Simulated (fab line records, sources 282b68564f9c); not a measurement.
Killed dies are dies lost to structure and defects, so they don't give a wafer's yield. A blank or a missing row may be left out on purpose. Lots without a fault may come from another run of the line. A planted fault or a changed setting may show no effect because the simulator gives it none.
A struck lot beside a sound one | flow rit_cmos | 45 steps out of a route of 202
Sound: wafers L811.2, L811.3, L811.5. Struck: wafers L809.1, L809.2, L809.4. The cause comes at the end.
At each step with rows: each side's tool, then ch and its chambers, then its first start. Under that, the readings that differ: sound wafers | struck wafers | difference of the means | sigmas: that difference in standard deviations of wafers without a fault.
alike: readings whose means differ by less than 2 such deviations, and words and numbers that are the same on both sides. not compared: withheld readings, readings that some wafer has no value for, bounds like >300 that may hide the same value, and numbers for which the record gives no deviation and whose values overlap.
The two part at a step that has a row with sigmas, a row that says differs or no value, or rows on one side only. Numbers that don't overlap but have no deviation are shown without sigmas and don't part them. A reading that every wafer of one side lacks parts them only if that side has two wafers or more.

first, 1 step without rows for these wafers: RIT_ACTIVE_DEVELOP_10 (develop time 50 s).
RIT_ACTIVE_CD_MEAS_11: target cd 1400 nm.
  sound on cd_sem-02, day 4 12:55; struck on cd_sem-02, day 4 03:43
  alike: cd_nm
then, 1 step without rows for these wafers: RIT_ACTIVE_HARDBAKE_12 (time 60 s).
RIT_ACTIVE_ETCH_13: etches Si3N4 in SF6, stops on SiO2, time 210 s, target depth 210 nm.
  sound on rie_diel-03 ch 2,3, day 4 13:10; struck on rie_diel-02 ch 1,2,3, day 4 03:59
  alike: drypump_motor_current_A, oes_product_au, throttle_valve_pct
  not compared: rf_hours_counter_h
RIT_ACTIVE_STRIP_14: strips in O2, time 180 s.
  sound on plasma_asher-04 ch 0,1, day 4 13:17; struck on plasma_asher-04 ch 0,1, day 4 04:07
  alike: drypump_motor_current_A
  not compared: rf_hours_counter_h
RIT_ACTIVE_CD_MEAS_90: target cd 1400 nm.
  sound on cd_sem-02, day 4 13:29; struck on cd_sem-02, day 4 04:18
  alike: cd_nm
then, 4 steps without rows for these wafers: RIT_ACTIVE_CLEAN_15 (cleans in SC1, time 600 s); RIT_ACTIVE_CLEAN_16 (cleans in dHF, time 30 s); RIT_ACTIVE_CLEAN_17 (cleans in SC2, time 600 s); RIT_FOX1_OXIDATION_00 (target thk 350.7 nm, ox time 1130 s).
RIT_FOX1_THK_MEAS_01:
  sound on film_metro-02, day 4 15:57; struck on film_metro-01, day 4 07:04
  alike: FOX1_OXIDE_THK
then, 1 step without rows for these wafers: RIT_FOX1_WET_ETCH_02 (etches SiO2 in BOE, target depth 350 nm, time 382 s).
RIT_FOX2_OXIDATION_00: target thk 350.7 nm, ox time 1130 s.
  sound on furnace-01 ch 0, day 4 16:07; struck on furnace-04 ch 0, day 4 07:15
  reading                                     | sound                | struck               | difference | sigmas
  spike_tc_centre_C (C)                       | 1102.5 1104.9 1104.8 | 1113.6 1112.8 1112.5 | +8.9       | +9
  spike_tc_load_C (C)                         | 1128.5 1128.8 1128.0 | 1135.3 1137.5 1135.9 | +7.8       | +5
  spike_tc_source_C (C)                       | 1122.2 1123.8 1125.6 | 1132.7 1134.3 1131.4 | +8.9       | +4
  zone_power_load_pct (%)                     | 43.4 44.3 43.8       | 40.1 40.3 41.2       | -3.3       | -2
  model.SiO2_of_FOX2_OXIDATION_00.thk_nm (nm) | 350.5 342.7 345.1    | 366 368.9 363.9      | +20        |
RIT_FOX2_THK_MEAS_01:
  sound on film_metro-02, day 4 17:26; struck on film_metro-03, day 4 08:34
  reading             | sound       | struck      | difference | sigmas
  FOX2_OXIDE_THK (nm) | 351 343 345 | 366 369 364 | +20        | +3
then, 2 steps without rows for these wafers: RIT_FOX2_CLEAN_02 (cleans in dHF, time 180 s); RIT_FOX2_WET_ETCH_03 (etches Si3N4 in H3PO4, target depth 195 nm, time 2700 s).
RIT_FOX2_THK_MEAS_90:
  sound on film_metro-02, day 4 18:26; struck on film_metro-03, day 4 09:27
  reading                     | sound       | struck      | difference | sigmas
  FIELD_OXIDE_LEFT_1_THK (nm) | 323 316 318 | 339 342 337 | +20        | +3
then, 6 steps without rows for these wafers: RIT_NWELL_HMDS_00 (prime time 60 s); RIT_NWELL_COAT_01 (resist thk 1300 nm); RIT_NWELL_SOFTBAKE_02 (time 57.45 s); RIT_NWELL_EXPOSE_03 (exposes mask M2, target cd 43900 nm); RIT_NWELL_PEB_04; RIT_NWELL_DEVELOP_05 (develop time 68 s).
RIT_NWELL_OVL_MEAS_06:
  sound on overlay-02, day 4 19:30; struck on overlay-02, day 4 10:31
  reading        | sound        | struck        | difference | sigmas
  NWELL_OVL (nm) | 2.2 -0.3 1.3 | -2.8 -3.1 0.3 | -2.9       | -2
then, 2 steps without rows for these wafers: RIT_NWELL_HARDBAKE_07 (time 120 s); RIT_NWELL_IMPLANT_08.
RIT_NWELL_STRIP_09: strips in O2, time 180 s.
  sound on plasma_asher-03 ch 0,1, day 4 19:56; struck on plasma_asher-03 ch 0,1, day 4 10:57
  alike: drypump_motor_current_A
  not compared: rf_hours_counter_h
RIT_NWELL_TW_MEAS_10:
  sound on film_metro-01, day 4 20:07; struck on film_metro-04, day 4 11:07
  alike: NWELL_TW
then, 6 steps without rows for these wafers: RIT_PWELL_HMDS_00 (prime time 60 s); RIT_PWELL_COAT_01 (resist thk 1300 nm); RIT_PWELL_SOFTBAKE_02 (time 60 s); RIT_PWELL_EXPOSE_03 (exposes mask M3, target cd 43700 nm); RIT_PWELL_PEB_04; RIT_PWELL_DEVELOP_05 (develop time 68 s).
RIT_PWELL_OVL_MEAS_06:
  sound on overlay-01, day 4 21:03; struck on overlay-02, day 4 12:11
  alike: PWELL_OVL
then, 2 steps without rows for these wafers: RIT_PWELL_HARDBAKE_07 (time 120 s); RIT_PWELL_IMPLANT_08.
RIT_PWELL_STRIP_09: strips in O2, time 180 s.
  sound on plasma_asher-04 ch 0,1, day 4 21:29; struck on plasma_asher-03 ch 0,1, day 4 12:37
  alike: drypump_motor_current_A
  not compared: rf_hours_counter_h
RIT_PWELL_TW_MEAS_10:
  sound on film_metro-01, day 4 21:40; struck on film_metro-02, day 4 12:48
  reading  | sound       | struck      | difference | sigmas
  PWELL_TW | 939 945 941 | 971 968 970 | +28        | +3
then, 1 step without rows for these wafers: RIT_WELLDRIVE_ANNEAL_00 (time 14700 s).
RIT_WELLDRIVE_RS_MEAS_01: measures by four-point-probe.
  sound on film_metro-04, day 5 02:49; struck on film_metro-01, day 4 18:39
  reading           | sound             | struck            | difference | sigmas
  NWELL_RS (ohm/sq) | 274.8 274.6 275.5 | 276.5 276.3 276.3 | +1.4       | +2
RIT_WELLDRIVE_RS_MEAS_02: measures by four-point-probe.
  sound on film_metro-04, day 5 02:56; struck on film_metro-01, day 4 18:46
  reading           | sound             | struck            | difference | sigmas
  PWELL_RS (ohm/sq) | 426.8 427.9 427.7 | 430.9 431.9 429.5 | +3.3       | +3
RIT_FOX2_THK_MEAS_91:
  sound on film_metro-02, day 5 06:44; struck on film_metro-02, day 4 22:43
  reading                     | sound       | struck      | difference | sigmas
  FIELD_OXIDE_LEFT_2_THK (nm) | 256 248 251 | 270 272 267 | +18        | +3
RIT_SILICIDE_WET_ETCH_00: etches SiO2 in BOE, target depth 14 nm, time 15 s.
  sound on wet_bench-02 ch 3, day 6 05:53; struck on wet_bench-02 ch 0, day 5 19:45
  reading                                     | sound             | struck            | difference | sigmas
  model.SiO2_of_FOX2_OXIDATION_00.thk_nm (nm) | 150.6 143.3 145.5 | 164.1 168.1 161.8 | +18.2      |
RIT_M1_PROBE_99:
  sound on prober-02, day 6 12:49; struck on prober-02, day 6 02:56
  reading                      | sound             | struck           | difference | sigmas
  model.etest.field_n.vt_v (V) | 34.67 33.58 33.99 | 36.48 36.69 36.2 | +2.38      |
  alike: killed_at_contacts, killed_at_front_end, killed_dies, killed_open, killed_short

WHERE THEY PART
First at RIT_FOX2_OXIDATION_00; last, within this record, at RIT_FOX2_THK_MEAS_91. Later steps at which nothing parts them and some readings are alike: RIT_M1_PROBE_99.

WHY: what the simulator had put in
Process parameter drift: furnace-04, from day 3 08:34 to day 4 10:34, at RIT_FOX2_OXIDATION_00. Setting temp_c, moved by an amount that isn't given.
